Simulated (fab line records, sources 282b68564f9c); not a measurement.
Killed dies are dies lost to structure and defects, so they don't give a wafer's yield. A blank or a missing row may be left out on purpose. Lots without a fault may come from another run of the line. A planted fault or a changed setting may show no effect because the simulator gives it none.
fab line records | flow rit_cmos
record lots=7 wafers=21 last_day=7
route steps=202 shown NLDD@104 PLDD@114 M1@202
lots that met no fault: from a run of the same line without faults
start_h: hours from the record's first day to the start of the lot's first wafer shown | wait_h: hours since the lot's step before | " the same as in the row above | L1.1+2: a row that stands for several wafers | - no value, or no start given | * or withheld: withheld | < > ~ a bound
route shown NAME@n: a module of which the file shows steps, and the number in the route of the first | usual: mean/standard deviation of fault-free wafers | same: alike in all rows | chamber/n: place in a boat | sites: the reading at each site | _std_site: their standard deviation | _edge_site: outer sites' mean less inner sites' | radius_mm: how far each site lies from the wafer's centre | mask NAME#n: copy n | behind: the tool/chamber that last shaped the wafer | hold: why the lot was held/for how many hours/how that ended | device: the transistor (n, p or np) that didn't switch | end of line: the same wafers' tests at the end of the route | a step without rows: its recipe alone | killed: dies lost to structure and defects at the first sort, not the wafer's yield | map: a wafer's dies, x killed, . not, _ none there
set.NAME: the setting as run; set.NAME@STEP: as run at that earlier step | model.NAME: the simulator's own value behind a step, which no gauge read
lots at some steps of the route; a table a step, a row a wafer
services: from which hour (start_h, from the record's first day; less than 0 if before it) a tool's chamber was out of use, for how many hours, and why
## steps
# step RIT_NLDD_COAT_01
# recipe resist=NOVOLAK spin_rpm=3299 resist_thk_nm=1000
# step RIT_NLDD_SOFTBAKE_02
# recipe resist=NOVOLAK temp_c=90 time_s=60
# step RIT_NLDD_EXPOSE_03
# recipe mask_id=M7 na=0.57 target_cd_nm=40700 dose_mj=250
# step RIT_NLDD_PEB_04
# recipe resist=NOVOLAK temp_c=withheld time_s=withheld
# step RIT_NLDD_DEVELOP_05
# recipe resist=NOVOLAK develop_time_s=51.21 dev_temp_c=23
# step RIT_NLDD_OVL_MEAS_06
# usual NLDD_OVL=1.3/1.4
# columns lot.wafer tool chamber start_h wait_h NLDD_OVL[nm]
L869.1 overlay-01 - 48.79 - 5.0
L869.4 " - " " 4.1
L869.5 " - " " 3.0
L872.3 overlay-01 - 62.85 - 3.7
L872.4 " - " " 3.2
L872.6 " - " " 2.4
L874.1 overlay-01 - 74.59 - 2.8
L874.4 " - " " 3.6
L874.6 " - " " 1.7
L875.3 overlay-02 - 81.73 - 0.3
L875.4 " - " " 0.8
L875.6 " - " " -0.7
L880.2 overlay-01 - 109.41 - 1.8
L880.5 " - " " 0.2
L880.6 " - " " 2.5
L882.1 overlay-01 - 114.82 - 0.5
L882.2 " - " " 0.5
L882.3 " - " " 1.8
L887.2 overlay-01 - 141.38 - -0.6
L887.4 " - " " 0.6
L887.5 " - " " 0.9
# step RIT_NLDD_HARDBAKE_07
# recipe resist=NOVOLAK temp_c=140 time_s=60
# step RIT_NLDD_IMPLANT_08
# recipe species=P energy_kev=20 dose_cm2=5e+14 tilt_deg=7
# step RIT_NLDD_STRIP_09
# recipe chemistry=O2 time_s=180 resist=NOVOLAK platen_temp_c=withheld power_w=500 pressure_mtorr=4000 o2_flow_sccm=4000
# usual drypump_motor_current_A=5.52/0.28
# columns lot.wafer tool chamber start_h wait_h drypump_motor_current_A rf_hours_counter_h
L869.1 plasma_asher-04 1 49.13 0.1 5.41 24
L869.4 " 0 " " 5.69 -
L869.5 " 0 " " 5.61 -
L872.3 plasma_asher-04 1 63.23 0.1 5.41 -
L872.4 " 0 " " 5.59 -
L872.6 " 1 " " 5.42 -
L874.1 plasma_asher-03 1 74.93 0.1 5.59 33
L874.4 " 0 " " 5.70 -
L874.6 " 0 " " 5.71 -
L875.3 plasma_asher-01 1 82.11 0.1 4.91 -
L875.4 " 0 " " 5.88 -
L875.6 " 0 " " 5.85 -
L880.2 plasma_asher-01 1 109.74 0.1 4.92 50
L880.5 " 0 " " 5.86 -
L880.6 " 1 " " 4.93 -
L882.1 plasma_asher-01 1 115.16 0.1 4.93 51
L882.2 " 0 " " 5.90 51
L882.3 " 0 " " 5.86 -
L887.2 plasma_asher-01 0 141.71 0.1 5.89 54
L887.4 " 1 " " 4.93 -
L887.5 " 1 " " 4.93 -
# step RIT_NLDD_TW_MEAS_10
# usual NLDD_TW=2478/23
# columns lot.wafer tool chamber start_h wait_h NLDD_TW
L869.1 film_metro-03 - 49.30 0.1 2464
L869.4 " - " " 2447
L869.5 " - " " 2463
L872.3 film_metro-01 - 63.37 0.1 2503
L872.4 " - " " 2493
L872.6 " - " " 2493
L874.1 film_metro-01 - 75.11 0.1 2487
L874.4 " - " " 2505
L874.6 " - " " 2491
L875.3 film_metro-04 - 82.24 0.1 2487
L875.4 " - " " 2498
L875.6 " - " " 2493
L880.2 film_metro-04 - 109.93 0.1 2479
L880.5 " - " " 2484
L880.6 " - " " 2481
L882.1 film_metro-03 - 115.33 0.1 2440
L882.2 " - " " 2453
L882.3 " - " " 2447
L887.2 film_metro-01 - 141.90 0.1 2505
L887.4 " - " " 2508
L887.5 " - " " 2531
# step RIT_PLDD_HMDS_00
# recipe prime_time_s=60 prime_temp_c=140
# step RIT_PLDD_COAT_01
# recipe resist=NOVOLAK spin_rpm=3250 resist_thk_nm=1000
# step RIT_PLDD_SOFTBAKE_02
# recipe resist=NOVOLAK temp_c=90 time_s=60
# usual heater_power_total_W=34.56/0.052 plate_temp_C=90.02/0.14
# columns lot.wafer tool chamber start_h wait_h heater_power_total_W plate_temp_C
L869.1 litho_track-02 0 49.66 0.1 34.59 89.96
L869.4 " 0 " " 34.57 90.05
L869.5 " 0 " " 34.53 90.25
L872.3 litho_track-02 0 63.76 0.1 33.48 87.86
L872.4 " 0 " " 33.56 87.85
L872.6 " 0 " " 33.46 88.03
L874.1 litho_track-02 0 75.47 0.1 33.53 88.28
L874.4 " 0 " " 33.57 88.25
L874.6 " 0 " " 33.58 88.23
L875.3 litho_track-02 0 82.63 0.1 33.39 88.03
L875.4 " 0 " " 33.58 88.08
L875.6 " 0 " " 33.45 87.91
L880.2 litho_track-01 0 110.30 0.1 34.54 90.23
L880.5 " 0 " " 34.56 90.16
L880.6 " 0 " " 34.51 90.13
L882.1 litho_track-01 0 115.84 0.1 34.58 90.07
L882.2 " 0 " " 34.56 89.95
L882.3 " 0 " " 34.63 90.00
L887.2 litho_track-01 0 142.27 0.1 34.54 89.88
L887.4 " 0 " " 34.49 89.85
L887.5 " 0 " " 34.65 89.87
# step RIT_PLDD_EXPOSE_03
# recipe mask_id=M8 na=0.57 target_cd_nm=40900 dose_mj=250
# step RIT_PLDD_PEB_04
# recipe resist=NOVOLAK temp_c=withheld time_s=withheld
# step RIT_PLDD_DEVELOP_05
# recipe resist=NOVOLAK develop_time_s=50 dev_temp_c=23
# columns lot.wafer tool chamber start_h wait_h model.NOVOLAK_of_PLDD_COAT_01.thk_nm
L869.1+4 litho_track-03 0 - - 1006
L869.5 " 0 " " 1008
L872.3+4 litho_track-02 0 - - 1008
L872.6 " 0 " " 1006
L874.1 litho_track-01 0 - - 1010
L874.4 " 0 " " 1012
L874.6 " 0 " " 1011
L875.3 litho_track-03 0 - - 1004
L875.4 " 0 " " 1008
L875.6 " 0 " " 1002
L880.2 litho_track-01 0 - - 1000
L880.5 " 0 " " 997.1
L880.6 " 0 " " 998.7
L882.1 litho_track-02 0 - - 993.4
L882.2 " 0 " " 996.7
L882.3 " 0 " " 994.3
L887.2 litho_track-02 0 - - 996.6
L887.4 " 0 " " 995.4
L887.5 " 0 " " 995.8
# step RIT_PLDD_OVL_MEAS_06
# usual PLDD_OVL=0.3/1.2
# columns lot.wafer tool chamber start_h wait_h PLDD_OVL[nm]
L869.1 overlay-01 - 50.34 - 1.3
L869.4 " - " " 1.2
L869.5 " - " " -0.3
L872.3 overlay-02 - 64.40 - -1.2
L872.4 " - " " -1.9
L872.6 " - " " -0.2
L874.1 overlay-01 - 76.02 - -0.9
L874.4 " - " " -2.1
L874.6 " - " " -0.1
L875.3 overlay-02 - 83.15 - 1.5
L875.4 " - " " 3.3
L875.6 " - " " 2.3
L880.2 overlay-02 - 110.84 - 2.5
L880.5 " - " " 1.2
L880.6 " - " " -0.1
L882.1 overlay-02 - 116.59 - 1.3
L882.2 " - " " 0.5
L882.3 " - " " 1.1
L887.2 overlay-02 - 142.80 - 1.4
L887.4 " - " " -1.4
L887.5 " - " " 1.3
# step RIT_M1_PROBE_99
# usual killed_at_contacts=0.1/0.29 killed_at_front_end=7/3 killed_dies=7/3 killed_open=3.2/2 killed_short=3.5/2.1
# same gross_dies=264 killed_at_M0_to_M3=0 killed_at_M4_up=0 killed_at_back_side=0 killed_at_other=0
# columns lot.wafer tool chamber start_h wait_h killed_at_contacts killed_at_front_end killed_dies killed_open killed_short
L869.1 prober-01 - 64.22 0.1 0 9 9 6 3
L869.4 prober-01 - 64.37 0.2 0 2 2 1 1
L869.5 prober-01 - 64.42 0.2 0 8 8 4 4
L872.3 prober-02 - 79.41 0.2 0 11 11 5 6
L872.4 prober-02 - 79.46 0.2 0 6 6 1 5
L872.6 prober-02 - 79.56 0.2 0 3 3 2 1
L874.1 prober-02 - 94.37 0.1 0 1 1 1 0
L874.4 prober-02 - 94.52 0.2 0 8 8 4 4
L874.6 prober-02 - 94.62 0.2 0 13 13 7 6
L875.3 prober-01 - 98.61 0.2 0 6 6 3 3
L875.4 prober-01 - 98.66 0.2 0 12 12 8 4
L875.6 prober-01 - 98.76 0.2 0 6 6 3 3
L880.2 prober-02 - 125.39 0.1 0 8 8 3 5
L880.5 prober-02 - 125.54 0.2 2 6 8 2 6
L880.6 prober-02 - 125.59 0.2 0 7 7 4 3
L882.1 prober-02 - 130.56 0.1 0 10 10 5 5
L882.2 prober-02 - 130.61 0.1 0 6 6 2 4
L882.3 prober-02 - 130.66 0.2 0 12 12 5 7
L887.2 prober-01 - 158.72 0.1 0 15 15 8 7
L887.4 prober-01 - 158.82 0.2 0 6 6 3 3
L887.5 prober-01 - 158.87 0.2 1 6 7 3 4
# killed by level:class
L869.1 GATE:geometric_particle:short=3 GATE:geometric_particle:open=2 REOX:geometric_particle:open=2 SPACER:geometric_particle:open=1 SILICIDE:geometric_particle:open=1
L869.4 FOX1:geometric_particle:short=1 GATE:geometric_particle:open=1
L869.5 GATE:geometric_particle:open=4 REOX:geometric_particle:short=3 GATE:geometric_particle:short=1
L872.3 GATE:geometric_particle:open=2 GATE:geometric_particle:short=2 SPACER:geometric_particle:open=2 SPACER:geometric_particle:short=2 REOX:geometric_particle:short=1 SILICIDE:geometric_particle:short=1 SILICIDE:geometric_particle:open=1
L872.4 FOX1:geometric_particle:short=3 GATE:geometric_particle:open=1 REOX:geometric_particle:short=1 SPACER:geometric_particle:short=1
L872.6 REOX:geometric_particle:short=1 SPACER:geometric_particle:open=1 SILICIDE:geometric_particle:open=1
L874.1 SILICIDE:geometric_particle:open=1
L874.4 FOX1:geometric_particle:short=2 FOX1:geometric_particle:open=2 FOX2:geometric_particle:short=1 GATE:geometric_particle:open=1 GATE:geometric_particle:short=1 SILICIDE:geometric_particle:open=1
L874.6 FOX1:geometric_particle:open=3 FOX1:geometric_particle:short=3 GATE:geometric_particle:short=3 GATE:geometric_particle:open=2 REOX:geometric_particle:open=1 SPACER:geometric_particle:open=1
L875.3 GATE:geometric_particle:short=2 FOX1:geometric_particle:open=1 GATE:geometric_particle:open=1 REOX:geometric_particle:short=1 REOX:geometric_particle:open=1
L875.4 GATE:geometric_particle:open=3 FOX1:geometric_particle:open=2 GATE:geometric_particle:short=2 FOX1:geometric_particle:short=1 FOX2:geometric_particle:open=1 REOX:geometric_particle:open=1 SPACER:geometric_particle:open=1 SILICIDE:geometric_particle:short=1
L875.6 REOX:geometric_particle:open=2 FOX1:geometric_particle:short=1 FOX2:geometric_particle:short=1 GATE:geometric_particle:short=1 SPACER:geometric_particle:open=1
L880.2 GATE:geometric_particle:short=3 GATE:geometric_particle:open=1 REOX:geometric_particle:short=1 SPACER:geometric_particle:open=1 SILICIDE:geometric_particle:open=1 SILICIDE:geometric_particle:short=1
L880.5 FOX2:geometric_particle:short=1 GATE:geometric_particle:open=1 GATE:geometric_particle:short=1 REOX:geometric_particle:short=1 SPACER:geometric_particle:short=1 SILICIDE:geometric_particle:short=1 CONTACT:geometric_particle:open=1 CONTACT:geometric_particle:short=1
L880.6 FOX1:geometric_particle:open=1 GATE:geometric_particle:short=1 GATE:geometric_particle:open=1 SPACER:geometric_particle:open=1 SPACER:geometric_particle:short=1 SILICIDE:geometric_particle:open=1 SILICIDE:geometric_particle:short=1
L882.1 FOX1:geometric_particle:open=3 GATE:geometric_particle:short=2 REOX:geometric_particle:short=2 FOX2:geometric_particle:open=1 FOX2:geometric_particle:short=1 GATE:geometric_particle:open=1
L882.2 FOX2:geometric_particle:short=1 GATE:geometric_particle:open=1 GATE:geometric_particle:short=1 REOX:geometric_particle:short=1 SPACER:geometric_particle:open=1 SPACER:geometric_particle:short=1
L882.3 REOX:geometric_particle:short=3 FOX1:geometric_particle:open=2 GATE:geometric_particle:open=2 GATE:geometric_particle:short=2 FOX2:geometric_particle:short=1 REOX:geometric_particle:open=1 SPACER:geometric_particle:short=1
L887.2 GATE:geometric_particle:short=3 GATE:geometric_particle:open=3 REOX:geometric_particle:short=2 REOX:geometric_particle:open=2 SPACER:geometric_particle:open=2 FOX1:geometric_particle:short=1 SPACER:geometric_particle:short=1 SILICIDE:geometric_particle:open=1
L887.4 SPACER:geometric_particle:short=3 GATE:geometric_particle:open=2 REOX:geometric_particle:open=1
L887.5 GATE:geometric_particle:short=2 GATE:geometric_particle:open=1 REOX:geometric_particle:short=1 SPACER:geometric_particle:open=1 SILICIDE:geometric_particle:short=1 CONTACT:geometric_particle:open=1
## services
# columns tool chamber start_h hours kind
plasma_asher-04 - 28.62 1.2 repair
plasma_asher-01 - 29.62 2.8 pm
plasma_asher-04 - 53.58 5.2 repair
plasma_asher-03 - 56.99 10.5 repair
plasma_asher-04 - 67.21 15.6 pm
plasma_asher-04 - 96.40 2.3 repair
plasma_asher-01 - 129.00 5.6 repair
## key
first_sign step=RIT_PLDD_SOFTBAKE_02 reading=heater_power_total_W direction=down sigmas=20 usual=34.56 struck=33.51
effect step=RIT_PLDD_SOFTBAKE_02 reading=plate_temp_C direction=down sigmas=14 usual=* struck=*
model_effect step=RIT_PLDD_DEVELOP_05 value=NOVOLAK_of_PLDD_COAT_01.thk_nm without=1002 struck=1008
met_at RIT_PLDD_SOFTBAKE_02
struck_wafers L872.3,L872.4,L872.6,L874.1,L874.4,L874.6,L875.3,L875.4,L875.6
tester_left_out L872,L874,L875
onset_between 49.66 63.76
fault kind=process_parameter_drift tool=litho_track-02 chamber=- onset_h=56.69 steps=RIT_PLDD_SOFTBAKE_02 channel=temp_c offset=* shape=step end_h=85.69 acts_in=* stated=*
# tester_left_out: of these lots the tester's yield and bins aren't shown, on N5 and GAA mostly nor the transistor test; their killed dies are dies lost to structure and defects alone, not to doping, threshold or leakage, so they don't give the yield
